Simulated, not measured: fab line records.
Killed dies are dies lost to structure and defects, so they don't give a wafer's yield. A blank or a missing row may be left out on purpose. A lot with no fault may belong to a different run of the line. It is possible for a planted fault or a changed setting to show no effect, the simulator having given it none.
Which of the tools did it? | flow berkeleyCmos170 | 42 wafers from 14 lots sampled at 4 of the route's 331 steps

== WHAT EACH GAUGE READ, for each wafer ==
UCB170_CONTACT_OVL_MEAS_16.
lot  | measured     | on         | CONTACT_OVL (nm)
L596 | day 7 03:53  | overlay-01 | -7 -1 -2
L599 | day 8 07:49  | overlay-02 | -3 -8 -5
L600 | day 8 08:13  | overlay-02 | -15 -5 -7
L601 | day 8 12:20  | overlay-01 | -9 -11 -8
L603 | day 9 04:16  | overlay-01 | -3 -1 -7
L602 | day 9 05:06  | overlay-01 | -1 2 4
L604 | day 9 10:08  | overlay-02 | 7 1 1
L610 | day 10 12:38 | overlay-02 | 4 0 3
L609 | day 10 20:39 | overlay-02 | 0 -1 -8
L614 | day 11 13:17 | overlay-02 | 0 3 -1
L615 | day 11 15:26 | overlay-01 | 0 -2 -4
L617 | day 11 18:14 | overlay-02 | -2 -1 -3
L616 | day 12 00:12 | overlay-02 | -6 -3 -4
L618 | day 12 08:58 | overlay-01 | -7 -6 2

UCB170_M1_OVL_MEAS_10.
lot  | measured     | on         | M1_OVL (nm)
L596 | day 7 07:08  | overlay-02 | 8 13 6
L599 | day 8 09:43  | overlay-02 | 4 -2 4
L600 | day 8 10:20  | overlay-02 | 10 1 -2
L601 | day 8 14:09  | overlay-01 | -6 -5 -1
L603 | day 9 06:13  | overlay-01 | -5 -1 1
L602 | day 9 06:54  | overlay-02 | -6 -8 -9
L604 | day 9 12:08  | overlay-01 | 0 -5 4
L610 | day 10 15:17 | overlay-02 | -5 3 -5
L609 | day 10 22:29 | overlay-02 | -6 -12 0
L614 | day 11 15:41 | overlay-02 | -1 7 -3
L615 | day 11 17:14 | overlay-01 | 8 -3 -8
L617 | day 11 20:16 | overlay-02 | 5 -2 -11
L616 | day 12 03:06 | overlay-01 | -1 -17 -12
L618 | day 12 12:13 | overlay-02 | -4 -6 -10

== WHICH TOOL RAN EACH LOT (tool, then ch and the chambers of the sampled wafers, then the start) ==
lot  | UCB170_CONTACT_ETCH_17            | UCB170_M1_COAT_04
L596 | rieDiel-04 ch 0,2,3, day 7 03:55  | lithoTrack-03 ch 0, day 7 05:00
L599 | rieDiel-04 ch 0,1,3, day 8 07:52  | lithoTrack-03 ch 0, day 8 08:00
L600 | rieDiel-03 ch 0,1,3, day 8 08:16  | lithoTrack-02 ch 0, day 8 09:00
L601 | rieDiel-01 ch 0,1,2, day 8 12:22  | lithoTrack-02 ch 0, day 8 13:00
L603 | rieDiel-01 ch 1,2,3, day 9 04:19  | lithoTrack-03 ch 0, day 9 05:00
L602 | rieDiel-03 ch 1,2, day 9 05:08    | lithoTrack-02 ch 0, day 9 06:00
L604 | rieDiel-01 ch 0,1,2, day 9 10:10  | lithoTrack-03 ch 0, day 9 11:00
L610 | rieDiel-03 ch 1,2,3, day 10 12:41 | lithoTrack-02 ch 0, day 10 13:00
L609 | rieDiel-03 ch 0,1,3, day 10 20:41 | lithoTrack-02 ch 0, day 10 21:00
L614 | rieDiel-04 ch 1,2,3, day 11 13:19 | lithoTrack-02 ch 0, day 11 14:00
L615 | rieDiel-04 ch 2,3, day 11 15:28   | lithoTrack-01 ch 0, day 11 16:00
L617 | rieDiel-03 ch 0,2, day 11 18:16   | lithoTrack-01 ch 0, day 11 19:00
L616 | rieDiel-04 ch 1,2,3, day 12 00:14 | lithoTrack-01 ch 0, day 12 01:00
L618 | rieDiel-04 ch 0,1,2, day 12 09:00 | lithoTrack-01 ch 0, day 12 10:00
- UCB170_CONTACT_ETCH_17: etches BARC in N2/H2.
- UCB170_M1_COAT_04: resist thk 900 nm.

== WHAT THE TOOLS THEMSELVES READ (means of the sampled wafers that have a number; where no wafer has one, the mark that the record gives instead) ==
UCB170_CONTACT_ETCH_17.
lot  | tool       | chamberPressureMTorr (mTorr) | drypumpMotorCurrentA (A) | oesProductAu (a.u.) | throttleValvePct (%)
L596 | rieDiel-04 | 29.999                       | 5.6                      | 0.980               | 13.35
L599 | rieDiel-04 | 29.990                       | 5.7                      | 0.984               | 13.24
L600 | rieDiel-03 | 30.011                       | 5.8                      | 1.004               | 13.11
L601 | rieDiel-01 | 29.990                       | 5.9                      | 1.006               | 13.17
L603 | rieDiel-01 | 30.015                       | 5.9                      | 1.021               | 13.13
L602 | rieDiel-03 | 29.990                       | 5.4                      | 1.006               | 13.22
L604 | rieDiel-01 | 29.999                       | 6.0                      | 1.008               | 13.15
L610 | rieDiel-03 | 30.017                       | 5.7                      | 0.998               | 13.10
L609 | rieDiel-03 | 29.982                       | 5.8                      | 1.007               | 13.12
L614 | rieDiel-04 | 30.014                       | 5.9                      | 0.987               | 13.30
L615 | rieDiel-04 | 29.992                       | 5.6                      | 0.992               | 13.28
L617 | rieDiel-03 | 29.986                       | 5.8                      | 0.995               | 13.22
L616 | rieDiel-04 | 29.990                       | 5.9                      | 0.990               | 13.31
L618 | rieDiel-04 | 30.019                       | 5.8                      | 0.996               | 13.38

UCB170_M1_COAT_04.
lot  | tool          | spinSpeedRpm (rpm)
L596 | lithoTrack-03 | 1500.2
L599 | lithoTrack-03 | 1500.4
L600 | lithoTrack-02 | 1500.8
L601 | lithoTrack-02 | 1499.9
L603 | lithoTrack-03 | 1498.5
L602 | lithoTrack-02 | 1499.5
L604 | lithoTrack-03 | 1500.0
L610 | lithoTrack-02 | 1499.9
L609 | lithoTrack-02 | 1435.0
L614 | lithoTrack-02 | 1433.4
L615 | lithoTrack-01 | 1500.2
L617 | lithoTrack-01 | 1499.9
L616 | lithoTrack-01 | 1500.9
L618 | lithoTrack-01 | 1500.0

== THE ANSWER, worked out from the rows above alone ==
Rule: the lots themselves supply what counts as usual. Put in order of their means at a reading, lots are off if they are a third of the lots or fewer, leave a main group of 4 or more, and stand apart from it by a gap of 3 or more times the standard deviation of the main group's means; of several such gaps the widest counts. Not used: any main group whose means are identical at the precision the tables above print for the reading. A lot without any number at a reading at which 4 lots or more have one is off too. Any other lot the step has rows for is counted as sound. The gauges are gone through in route order, then the tools' own readings, and for those a lot's mean is taken as printed above. The first step at which some lot is off is used, and at that step the reading that is off furthest; a lot without a number counts as furthest.
Off: L609, L614 (UCB170_M1_COAT_04, spinSpeedRpm). Main group: mean 1500.0 rpm, sd 0.59.
A tool fits if, at that step or a process step before it, it ran every lot that is off, and no sound lot after the first of them. One fits: lithoTrack-02 at UCB170_M1_COAT_04. Its last sound lot is L610 (day 10 13:00), its first lot that is off L609 (day 10 21:00): a fault that began between those two fits.
On the lots that are off, the tool's own readings at UCB170_M1_COAT_04 differ by more than 5 times the standard deviation of the sound lots' means, which bears it out; spinSpeedRpm reads 1434.2 rpm there versus 1500.0 rpm on the sound lots.

== WHAT WAS PUT IN BY THE SIMULATOR ==
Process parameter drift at UCB170_M1_COAT_04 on lithoTrack-02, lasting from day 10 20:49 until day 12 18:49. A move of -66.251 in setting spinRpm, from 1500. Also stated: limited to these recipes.
Lots struck among those shown: L609, L614. This agrees with what the rule above found.
